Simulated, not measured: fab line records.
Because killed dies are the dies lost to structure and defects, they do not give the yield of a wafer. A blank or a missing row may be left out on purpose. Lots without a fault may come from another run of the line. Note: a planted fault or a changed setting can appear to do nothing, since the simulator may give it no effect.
One fault seen from 2 desks | flow rit-cmos | numbers are kept per desk, each desk with only its own; the story behind them comes last

## THE TOOL OWNER'S DESK: implanter-01
The tool's own readings at RIT_NSD_IMPLANT_08: means of the sampled wafers that have a number, for each lot that ran on this tool. The brackets show how far a lot's mean lies from the usual mean; more than 4 standard deviations puts the lot out of limits, marked OUT.
Columns: A = dose-ions-cm2 at RIT_NSD_IMPLANT_08, usual 9.999e+14; B = faraday-current-uA at RIT_NSD_IMPLANT_08, usual 3130; C = tilt-deg at RIT_NSD_IMPLANT_08, usual 6.997 degrees
lot  | first seen here | A                           | B               | C
L268 | day 5 14:53     | 9.994e+14                   | 3138            | 6.994
L271 | day 6 06:41     | 9.996e+14                   | 3102            | 6.995
L272 | day 6 15:25     | 1.168e+15 (+99 or more) OUT | 3673 (+9.0) OUT | 6.959
L278 | day 7 05:02     | 1.169e+15 (+99 or more) OUT | 3631 (+8.3) OUT | 6.991
This desk's finding: out of limits on L272, L278; first on L272, day 6 15:25 (dose-ions-cm2 at RIT_NSD_IMPLANT_08). In limits: L268, L271.

## AT THE METROLOGY DESK
What the gauges read for every lot (on any tool): the sampled wafers with a number, averaged. The brackets show how far a lot's mean lies from the usual mean; more than 4 standard deviations puts the lot out of limits, marked OUT.
Columns: A = NSD_TW at RIT_NSD_TW_MEAS_10, usual 3136; B = NSD_RS at RIT_SDANNEAL_RS_MEAS_05, usual 84.54 ohm/sq; C = cd-nm at RIT_CONTACT_CD_MEAS_08, usual 999.9 nm
lot  | first seen here | A               | B               | C
L260 | day 3 17:46     | 3134            | 84.51           | 1000.8
L261 | day 4 00:49     | 3143            | 84.41           | 1002.6
L262 | day 4 18:36     | 3141            | 84.90           | 1002.9
L263 | day 4 18:44     | 3129            | 84.57           | 996.6
L264 | day 5 01:29     | 3153            | 84.64           | 999.9
L267 | day 5 15:07     | 3117            | 84.67           | 997.7
L268 | day 5 15:13     | 3115            | 84.66           | 1001.4
L270 | day 6 06:01     | 3143            | 84.51           | 997.5
L271 | day 6 07:01     | 3140            | 84.36           | 996.5
L274 | day 6 15:31     | 3136            | 84.37           | 997.2
L272 | day 6 15:44     | 3246 (+7.4) OUT | 74.93 (-37) OUT | 1002.5
L273 | day 6 17:57     | 3141            | 84.98           | 999.7
L278 | day 7 05:20     | 3243 (+7.1) OUT | 74.73 (-38) OUT | 1000.9
L281 | day 7 15:16     | 3145            | 84.56           | 998.5
This desk's finding: out of limits on L272, L278; first on L272, day 6 15:44 (NSD_TW at RIT_NSD_TW_MEAS_10). In limits: L260, L261, L262, L263, L264, L267, L268, L270, L271, L274, L273, L281.

## BROUGHT TOGETHER
The tool owner's desk could have raised an alarm at day 6 15:25, on L272, L278.
An alarm was possible from the metrology desk at day 6 15:44, on L272, L278.
All the named lots went through RIT_NSD_IMPLANT_08 on implanter-01.

## WHAT THE SIMULATOR HAD INSERTED
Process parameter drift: implanter-01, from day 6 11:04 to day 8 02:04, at RIT_NSD_IMPLANT_08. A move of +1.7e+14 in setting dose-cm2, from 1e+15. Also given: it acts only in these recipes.
Shown lots that were struck: L272, L278.
Delay (hours) between the fault's onset and each desk's first out-of-limits reading: 4 at the tool owner's desk, 5 at the metrology desk.
